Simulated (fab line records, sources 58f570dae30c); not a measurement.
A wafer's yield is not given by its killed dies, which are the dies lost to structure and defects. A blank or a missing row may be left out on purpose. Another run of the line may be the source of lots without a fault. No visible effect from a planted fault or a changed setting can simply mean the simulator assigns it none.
The tool behind it: which one? | flow berkeley-cmos170 | 21 wafers from 7 lots sampled at 4 of the route's 331 steps

== WHAT EACH GAUGE READ, for each wafer ==
UCB170_NSD_TW_MEAS_10.
lot  | measured     | on            | NSD_TW
L936 | day 6 15:36  | film-metro-03 | 4161 4196 4163
L939 | day 7 12:01  | film-metro-03 | 4384 4368 4385 4374 4390 4393
L947 | day 8 23:01  | film-metro-03 | 4195 4189 4191
L948 | day 9 17:44  | film-metro-03 | 4191 4187 4222
L951 | day 10 02:24 | film-metro-03 | 4192 4191 4165
L954 | day 11 00:31 | film-metro-02 | 4210 4201 4221
L955 | day 11 09:20 | film-metro-02 | 4234 4212 4212

== WHICH TOOL RAN EACH LOT (tool, then ch and the chambers of the sampled wafers, then the start) ==
lot  | UCB170_PSD_STRIP_09                  | UCB170_NSD_IMPLANT_08           | UCB170_NSD_STRIP_09
L936 | plasma-asher-01 ch 0,1, day 6 13:52  | implanter-02 ch 0, day 6 15:21  | plasma-asher-04 ch 0,1, day 6 15:30
L939 | plasma-asher-01 ch 0,1, day 7 09:47  | implanter-04 ch 0, day 7 11:28  | plasma-asher-02 ch 0,1, day 7 11:55
L947 | plasma-asher-01 ch 0,1, day 8 21:17  | implanter-02 ch 0, day 8 22:47  | plasma-asher-02 ch 0,1, day 8 22:55
L948 | plasma-asher-04 ch 0, day 9 14:45    | implanter-04 ch 0, day 9 17:30  | plasma-asher-04 ch 1, day 9 17:38
L951 | plasma-asher-04 ch 0,1, day 10 00:30 | implanter-04 ch 0, day 10 02:09 | plasma-asher-02 ch 0,1, day 10 02:18
L954 | plasma-asher-04 ch 1, day 10 22:40   | implanter-04 ch 0, day 11 00:17 | plasma-asher-02 ch 0,1, day 11 00:24
L955 | plasma-asher-02 ch 0,1, day 11 07:06 | implanter-02 ch 0, day 11 09:07 | plasma-asher-02 ch 0,1, day 11 09:14
- UCB170_PSD_STRIP_09: strips in O2.
- UCB170_NSD_IMPLANT_08
- UCB170_NSD_STRIP_09: strips in O2.

== THE ANSWER, worked out from the rows above alone ==
Rule: what is usual is taken from the lots themselves. Put in order of their means at a reading, lots are off if they are a third of the lots or fewer, leave a main group of 4 or more, and stand apart from it by a gap of 3 or more times the standard deviation of the main group's means; of several such gaps the widest counts. A main group is skipped when, at the precision printed for the reading in the tables above, its means are all equal. A lot without any number at a reading at which 4 lots or more have one is off too. Any other lot the step has rows for is counted as sound.
Off: L939, at UCB170_NSD_TW_MEAS_10 (NSD_TW). Mean 4196 and standard deviation 16 in the main group.
If a tool, at a process step before that reading, ran all the lots that are off and no sound lot after the first of them, it fits. Those tools and the gauges at UCB170_NSD_TW_MEAS_10 are tried in the same way. No candidate that was tried fits.

== WHAT THE SIMULATOR PUT IN ==
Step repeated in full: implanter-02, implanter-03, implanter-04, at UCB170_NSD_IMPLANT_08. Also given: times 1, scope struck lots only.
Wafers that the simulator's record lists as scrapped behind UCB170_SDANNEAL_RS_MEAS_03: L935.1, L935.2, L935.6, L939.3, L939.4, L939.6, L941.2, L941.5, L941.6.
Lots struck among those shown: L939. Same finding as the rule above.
